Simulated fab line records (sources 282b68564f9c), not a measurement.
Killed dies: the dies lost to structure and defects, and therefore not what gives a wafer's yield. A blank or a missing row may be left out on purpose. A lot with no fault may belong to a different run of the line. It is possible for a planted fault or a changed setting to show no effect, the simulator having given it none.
A lot that was struck, set against a sound lot / flow ritCmos / 43 out of 202 route steps
Sound: wafers L965.3, L965.5, L965.6. Struck: wafer L974.2. (L974.4, L974.5 of the same lot were not struck and are left out.) The cause comes at the end.
Per side, at each step with rows, come the tool, then ch with its chambers, and then its first start. Under that, the readings that differ: sound wafers / struck wafers / difference of the means / sigmas: that difference in standard deviations of wafers without a fault.
alike: readings with means less than 2 such deviations apart, plus words and numbers identical on both sides. not compared: withheld readings, readings lacking a value on some wafer, bounds such as >300 that could conceal the same value, and numbers that have no deviation in the record and whose values overlap.
Wherever a step has rows on one side only, a row that says differs or no value, or a row with sigmas, the two part there. Non-overlapping numbers with no deviation appear without sigmas and do not part them. A reading that every wafer of one side lacks parts them only if that side has two wafers or more.

first, 2 steps without rows for these wafers: RIT_REOX_CLEAN_02 (cleans in SC2, time 600 s); RIT_REOX_OXIDATION_03 (target thk 25.2 nm, ox time 5580 s).
RIT_REOX_THK_MEAS_04:
  sound on filmMetro-04, day 4 17:51; struck on filmMetro-01, day 6 09:46
  alike: REOX_OXIDE_THK
then, 2 steps without rows for these wafers: RIT_NLDD_HMDS_00 (prime time 60 s); RIT_NLDD_COAT_01 (resist thk 1000 nm).
RIT_NLDD_SOFTBAKE_02: time 62.36 s.
  sound on lithoTrack-01 ch 0, day 4 18:14; struck on lithoTrack-01 ch 0, day 6 10:08
  alike: plateSensorTCentreC, plateSensorTEdgeC, softbakeTempC
then, 3 steps without rows for these wafers: RIT_NLDD_EXPOSE_03 (exposes mask M7, target cd 40700 nm); RIT_NLDD_PEB_04; RIT_NLDD_DEVELOP_05 (develop time 50 s).
RIT_NLDD_OVL_MEAS_06:
  sound on overlay-02, day 4 18:53; struck on overlay-02, day 6 10:56
  alike: NLDD_OVL
then, 2 steps without rows for these wafers: RIT_NLDD_HARDBAKE_07 (time 60 s); RIT_NLDD_IMPLANT_08.
RIT_NLDD_STRIP_09: strips in O2, time 180 s.
  sound on plasmaAsher-02 ch 0,1, day 4 19:16; struck on plasmaAsher-01 ch 1, day 6 11:16
reading=rfHoursCounterH (h); sound=- - -; struck=50; difference=no value on the sound wafers; sigmas=
  alike: chamberPressureMTorr, drypumpMotorCurrentA, o2FlowSccm
RIT_NLDD_TW_MEAS_10:
  sound on filmMetro-03, day 4 19:24; struck on filmMetro-02, day 6 11:26
  alike: NLDD_TW
then, 6 steps without rows for these wafers: RIT_PLDD_HMDS_00 (prime time 60 s); RIT_PLDD_COAT_01 (resist thk 1000 nm); RIT_PLDD_SOFTBAKE_02 (time 60 s); RIT_PLDD_EXPOSE_03 (exposes mask M8, target cd 40900 nm); RIT_PLDD_PEB_04; RIT_PLDD_DEVELOP_05 (develop time 50 s).
RIT_PLDD_OVL_MEAS_06:
  sound on overlay-02, day 4 20:18; struck on overlay-02, day 6 12:21
reading=PLDD_OVL (nm); sound=-0.4 -0.6 -0.5; struck=-3.1; difference=-2.6; sigmas=-2
then, 2 steps without rows for these wafers: RIT_PLDD_HARDBAKE_07 (time 60 s); RIT_PLDD_IMPLANT_08.
RIT_PLDD_STRIP_09: strips in O2, time 180 s.
  sound on plasmaAsher-03 ch 0,1, day 4 20:41; struck on plasmaAsher-02 ch 0, day 6 12:41
reading=rfHoursCounterH (h); sound=- - -; struck=2; difference=no value on the sound wafers; sigmas=
  alike: chamberPressureMTorr, drypumpMotorCurrentA, o2FlowSccm
RIT_PLDD_TW_MEAS_10:
  sound on filmMetro-03, day 4 20:49; struck on filmMetro-02, day 6 12:52
  alike: PLDD_TW
then, 4 steps without rows for these wafers: RIT_SPACER_CLEAN_00 (cleans in SC1, time 600 s); RIT_SPACER_CLEAN_01 (cleans in dHF, time 30 s); RIT_SPACER_CLEAN_02 (cleans in SC2, time 600 s); RIT_SPACER_CVD_03 (deposits Si3N4 from SiH2Cl2/NH3, target thk 250 nm, time 3300 s).
RIT_SPACER_THK_MEAS_04:
  sound on filmMetro-01, day 4 23:28; struck on filmMetro-03, day 6 15:13
  alike: SPACER_NITRIDE_THK
RIT_SPACER_ETCHBACK_05: etches Si3N4 in SF6/CHF3, stops on SiO2, target depth 250 nm, time 240 s.
  sound on rieDiel-02 ch 0,1, day 4 23:31; struck on rieDiel-02 ch 1, day 6 15:16
  alike: chamberPressureMTorr, drypumpMotorCurrentA, oesProductAu, throttleValvePct
  not compared: rfHoursCounterH
then, 6 steps without rows for these wafers: RIT_NSD_HMDS_00 (prime time 60 s); RIT_NSD_COAT_01 (resist thk 993.2 nm); RIT_NSD_SOFTBAKE_02 (time 60 s); RIT_NSD_EXPOSE_03 (exposes mask M9, target cd 40700 nm); RIT_NSD_PEB_04; RIT_NSD_DEVELOP_05 (develop time 50 s).
RIT_NSD_OVL_MEAS_06:
  sound on overlay-01, day 5 00:38; struck on overlay-02, day 6 16:52
  alike: NSD_OVL
then, 2 steps without rows for these wafers: RIT_NSD_HARDBAKE_07 (time 60 s); RIT_NSD_IMPLANT_08.
RIT_NSD_STRIP_09: strips in O2, time 180 s.
  sound on plasmaAsher-03 ch 0,1, day 5 01:02; struck on plasmaAsher-04 ch 0, day 6 17:12
reading=drypumpMotorCurrentA (A); sound=5.72 5.72 5.68; struck=5.19; difference=-0.52; sigmas=-3
reading=rfHoursCounterH (h); sound=- - -; struck=36; difference=no value on the sound wafers; sigmas=
  alike: chamberPressureMTorr, o2FlowSccm
RIT_NSD_TW_MEAS_10:
  sound on filmMetro-01, day 5 01:10; struck on filmMetro-01, day 6 17:23
  alike: NSD_TW
RIT_M1_PROBE_99:
  sound on prober-02, day 5 10:58; struck on prober-01, day 7 02:41
reading=killed_at_M0_to_M3; sound=0 0 0; struck=1; difference=+1; sigmas=+7
reading=killedAtFrontEnd; sound=7 5 4; struck=37; difference=+32; sigmas=+11
reading=killedDies; sound=7 5 4; struck=38; difference=+33; sigmas=+11
  alike: killedOpen, killedShort

## WHERE THEY PART
Last at RIT_M1_PROBE_99 as far as this record goes, first at RIT_NLDD_STRIP_09.

WHY: what the simulator had put in
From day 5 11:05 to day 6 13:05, plasmaAsher-01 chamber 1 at RIT_NLDD_STRIP_09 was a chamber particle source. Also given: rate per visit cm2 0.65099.
